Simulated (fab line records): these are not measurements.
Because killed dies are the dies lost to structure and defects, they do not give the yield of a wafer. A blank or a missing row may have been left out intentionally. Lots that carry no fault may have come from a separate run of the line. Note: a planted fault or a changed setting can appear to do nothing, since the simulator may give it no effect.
Shared-tool check -- flow rit-cmos -- Lots sampled 14, wafers sampled 42

## WHAT PROMPTED THE OPENING
2 of 14 lots carry a flag on the reading PSD_TW at RIT_PSD_TW_MEAS_10. Fault-free wafers read 3386, with a standard deviation of 23.
Rule: a lot gets a flag if all its wafers with a number sit over 4 standard deviations from that mean, or if no wafer of it has a number. As for the other lots, they are considered sound.

lot,measured,on,"PSD_TW, wafer by wafer",flag
L728,day 3 00:19,film-metro-01,3397 3397 3379,
L729,day 3 05:23,film-metro-03,3406 3389 3385,
L730,day 3 11:49,film-metro-03,3404 3414 3408,
L731,day 3 16:44,film-metro-03,3405 3414 3408,
L733,day 4 03:08,film-metro-01,3380 3388 3404,
L734,day 4 06:16,film-metro-02,3368 3392 3364,
L736,day 4 17:51,film-metro-01,3378 3364 3375,
L740,day 5 13:41,film-metro-03,3388 3414 3396,
L744,day 6 09:11,film-metro-02,2935 2935 2934,FLAGGED
L745,day 6 14:25,film-metro-02,2941 2906 2930,FLAGGED
L746,day 6 20:58,film-metro-01,3365 3360 3379,
L747,day 7 05:49,film-metro-01,3377 3379 3364,
L749,day 7 13:31,film-metro-01,3375 3391 3393,
L750,day 7 16:13,film-metro-03,3445 3452 3445,
The mean of the flagged lots' numbers is 2930, -456 from the usual (-20 standard deviations).

## WHICH TOOL EACH LOT WENT THROUGH
The record holds 2 process steps before the reading, out of a route of 202 steps. Read each cell as the tool, then ch plus the chambers that the sampled wafers visited, then the start.
lot,flag,RIT_NLDD_STRIP_09,RIT_PSD_IMPLANT_08
L728,,"plasma-asher-04 ch 0,1, day 2 17:14","implanter-03 ch 0, day 3 00:00"
L729,,"plasma-asher-04 ch 0,1, day 2 22:14","implanter-02 ch 0, day 3 05:05"
L730,,"plasma-asher-01 ch 0,1, day 3 04:35","implanter-01 ch 0, day 3 11:29"
L731,,"plasma-asher-03 ch 0,1, day 3 09:20","implanter-02 ch 0, day 3 16:24"
L733,,"plasma-asher-03 ch 0,1, day 3 19:09","implanter-02 ch 0, day 4 02:51"
L734,,"plasma-asher-03 ch 0,1, day 3 22:58","implanter-01 ch 0, day 4 05:56"
L736,,"plasma-asher-01 ch 0,1, day 4 10:30","implanter-03 ch 0, day 4 17:32"
L740,,"plasma-asher-03 ch 0,1, day 5 06:30","implanter-01 ch 0, day 5 13:23"
L744,FLAGGED,"plasma-asher-04 ch 1, day 6 01:59","implanter-03 ch 0, day 6 08:53"
L745,FLAGGED,"plasma-asher-04 ch 0,1, day 6 07:20","implanter-03 ch 0, day 6 14:06"
L746,,"plasma-asher-01 ch 0,1, day 6 13:54","implanter-02 ch 0, day 6 20:38"
L747,,"plasma-asher-03 ch 0,1, day 6 21:31","implanter-01 ch 0, day 7 05:30"
L749,,"plasma-asher-01 ch 0,1, day 7 06:26","implanter-01 ch 0, day 7 13:13"
L750,,"plasma-asher-03 ch 0,1, day 7 09:02","implanter-01 ch 0, day 7 15:53"
What the steps here do:
- RIT_NLDD_STRIP_09: strips in O2, time 180 s.
- RIT_PSD_IMPLANT_08
- RIT_PSD_TW_MEAS_10

## FLAGGED OVER TOTAL, TOOL BY TOOL (the gauges that took the reading come last)
step,tool,lots run,flagged,share of the flagged lots,sound lots run after its first flagged lot
RIT_NLDD_STRIP_09,plasma-asher-01,4,0,none,-
RIT_NLDD_STRIP_09,plasma-asher-03,6,0,none,-
RIT_NLDD_STRIP_09,plasma-asher-04,4,2,all,0
RIT_PSD_IMPLANT_08,implanter-01,6,0,none,-
RIT_PSD_IMPLANT_08,implanter-02,4,0,none,-
RIT_PSD_IMPLANT_08,implanter-03,4,2,all,0
RIT_PSD_TW_MEAS_10,film-metro-01,6,0,none,-
RIT_PSD_TW_MEAS_10,film-metro-02,3,2,all,0
RIT_PSD_TW_MEAS_10,film-metro-03,5,0,none,-

## WHAT IS ALLOWED BY THE TABLE
All flagged lots were run by 3 table rows, namely plasma-asher-04 at RIT_NLDD_STRIP_09, implanter-03 at RIT_PSD_IMPLANT_08, film-metro-02 at RIT_PSD_TW_MEAS_10.
- plasma-asher-04 at RIT_NLDD_STRIP_09 ran 4 lots, 2 of them flagged. It ran its last sound lot, L729, at day 2 22:14 and its first flagged lot, L744, at day 6 01:59: a fault with its onset between the two fits.
- implanter-03 at RIT_PSD_IMPLANT_08 ran 4 lots, 2 of them flagged. It ran its last sound lot, L736, at day 4 17:32 and its first flagged lot, L744, at day 6 08:53: a fault with its onset between the two fits. Its own readings (dose-ions-cm2, faraday-current-uA) fall more than 4 standard deviations out on all wafers of the flagged lots.
- film-metro-02 at RIT_PSD_TW_MEAS_10 ran 3 lots, 2 of them flagged. It ran its last sound lot, L734, at day 4 06:16 and its first flagged lot, L744, at day 6 09:11: a fault with its onset between the two fits.
Counting lots can't tell these 3 tools apart, because each fits a fault that began at some hour. More lots, or a look at what each step does to the wafer, might.

## WHAT THE SIMULATOR HAD PUT IN
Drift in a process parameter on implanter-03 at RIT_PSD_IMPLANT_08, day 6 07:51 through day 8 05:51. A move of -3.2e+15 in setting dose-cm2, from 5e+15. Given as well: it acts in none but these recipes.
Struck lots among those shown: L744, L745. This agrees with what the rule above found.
